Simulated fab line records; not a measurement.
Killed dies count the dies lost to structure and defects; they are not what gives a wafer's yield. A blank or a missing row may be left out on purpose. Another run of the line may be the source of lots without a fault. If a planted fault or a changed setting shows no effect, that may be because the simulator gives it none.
Comparing a struck lot with a sound one :: flow rit-cmos :: 17 steps out of a route of 202
Sound: the wafers L366.3, L366.5, L366.6. The struck wafers were L351.2, L351.4, L351.6. The cause comes at the end.
Order at every step that has rows: each side's tool, ch and its chambers, its first start. Under that, the readings that differ: sound wafers :: struck wafers :: difference of the means :: sigmas: that difference in standard deviations of wafers without a fault.
alike: same words and numbers on both sides, and readings whose means sit less than 2 such deviations apart. not compared: any withheld reading, any reading some wafer has no value for, any bound like >300 that may hide the same value, and any number with overlapping values for which the record gives no deviation.
Wherever a step has rows on one side only, a row that says differs or no value, or a row with sigmas, the two part there. Numbers that don't overlap but have no deviation are shown without sigmas and don't part them. A reading that every wafer of one side lacks parts them only if that side has two wafers or more.

first, 1 step without rows for these wafers: RIT_PSD_IMPLANT_08.
RIT_PSD_STRIP_09: strips in O2, time 180 s.
  sound on plasma-asher-04 ch 0,1, day 7 15:21; struck on plasma-asher-04 ch 0,1, day 4 13:22
  alike: drypump-motor-current-A
  not compared: rf-hours-counter-h
RIT_PSD_TW_MEAS_10:
  struck on film-metro-01, day 4 13:34; sound on film-metro-03, day 7 15:29
  alike: PSD_TW
then, 3 steps without rows for these wafers: RIT_SDANNEAL_CLEAN_00 (cleans in SC1, time 600 s); RIT_SDANNEAL_CLEAN_01 (cleans in dHF, time 30 s); RIT_SDANNEAL_CLEAN_02 (cleans in SC2, time 600 s).
RIT_SDANNEAL_RTA_03: time 5 s.
  sound on rtp-anneal-01 ch 0, day 7 15:55; struck on rtp-anneal-02 ch 0, day 4 14:02
  alike: wafer_temp_C_max
RIT_SDANNEAL_RS_MEAS_04: uses a four-point probe to measure.
  struck on film-metro-03, day 4 14:06; sound on film-metro-01, day 7 15:59
  alike: PSD_RS
RIT_SDANNEAL_RS_MEAS_05: uses a four-point probe to measure.
  struck on film-metro-03, day 4 14:13; sound on film-metro-01, day 7 16:07
  alike: NSD_RS
RIT_SDANNEAL_RS_MEAS_06: uses a four-point probe to measure.
  struck on film-metro-03, day 4 14:20; sound on film-metro-01, day 7 16:14
  alike: PLDD_RS
RIT_SDANNEAL_RS_MEAS_07: uses a four-point probe to measure.
  struck on film-metro-03, day 4 14:28; sound on film-metro-01, day 7 16:21
reading: NLDD_RS (ohm/sq)
sound: 152.4 152.9 153.1
struck: 151.3 151.0 151.7
difference: -1.5
sigmas: -3
then, 1 step without rows for these wafers: RIT_SILICIDE_WET_ETCH_00 (etches SiO2 in BOE, target depth 14 nm, time 15 s).
RIT_SILICIDE_SPUTTER_01: material Ti, target thk 30 nm, time 231.4 s.
  struck on pvd-sputter-03, day 4 14:35; sound on pvd-sputter-03, day 7 16:27
reading: cathode-dc-power-W (W)
sound: 350.06 350.01 349.96
struck: 322.96 323.00 322.89
difference: -27.06
sigmas: -99 or more

reading: model.Ti_of_SILICIDE_SPUTTER_01.thk-nm (nm)
sound: 28.72 28.98 28.66
struck: 25.88 25.92 26.02
difference: -2.85
sigmas: 
  alike: throttle-valve-pct
RIT_SILICIDE_RS_MEAS_02: uses a four-point probe to measure.
  struck on film-metro-03, day 4 14:45; sound on film-metro-02, day 7 16:38
reading: SILICIDE_TI_RS (ohm/sq)
sound: 50.5 50.0 50.7
struck: 57.7 57.5 57.2
difference: +7.1
sigmas: +8
RIT_SILICIDE_THK_MEAS_03: measures by xrf.
  struck on film-metro-03, day 4 14:52; sound on film-metro-02, day 7 16:44
reading: SILICIDE_TI_THK (nm)
sound: 28.6 29.0 28.7
struck: 25.7 25.8 25.9
difference: -3.0
sigmas: -7
RIT_SILICIDE_RTA_04: time 10 s, ramp up 5 s, ramp down 5 s.
  sound on rtp-anneal-02 ch 0, day 7 16:48; struck on rtp-anneal-01 ch 0, day 4 14:55
  alike: wafer_temp_C_max
RIT_M1_PROBE_99:
  struck on prober-02, day 4 21:39; sound on prober-02, day 8 02:32
reading: model.etest.contact-nplus.end-ohm-um
sound: 40.05 39.96 39.19
struck: 36.73 37.78 37.34
difference: -2.45
sigmas: 

reading: model.etest.contact-pplus.end-ohm-um
sound: 42.11 42.07 42.54
struck: 40.42 40.26 39.5
difference: -2.18
sigmas: 

reading: model.etest.npoly-line.rs-ohm-sq
sound: 17.57 17.37 17.62
struck: 18.92 19.03 18.87
difference: +1.42
sigmas: 

reading: model.etest.ppoly-line.rs-ohm-sq
sound: 16.87 16.99 16.9
struck: 18.04 18.27 18.17
difference: +1.24
sigmas: 

reading: model.etest.npoly-sal.rs-ohm-sq
sound: 4.473 4.441 4.511
struck: 4.983 4.966 4.971
difference: +0.498
sigmas: 

reading: model.etest.ppoly-sal.rs-ohm-sq
sound: 4.464 4.421 4.445
struck: 4.942 4.907 4.897
difference: +0.472
sigmas: 
  alike: killed-at-front-end, killed-dies, killed-open, killed-short
  not compared: model.etest.npoly-line.line-ohm-um, model.etest.ppoly-line.line-ohm-um

## WHERE THEY PART
Earliest at RIT_SDANNEAL_RS_MEAS_07; latest, in this record, at RIT_SILICIDE_THK_MEAS_03. Later steps at which nothing parts them and some readings are alike: RIT_SILICIDE_RTA_04, RIT_M1_PROBE_99.

WHY: what had been put in by the simulator
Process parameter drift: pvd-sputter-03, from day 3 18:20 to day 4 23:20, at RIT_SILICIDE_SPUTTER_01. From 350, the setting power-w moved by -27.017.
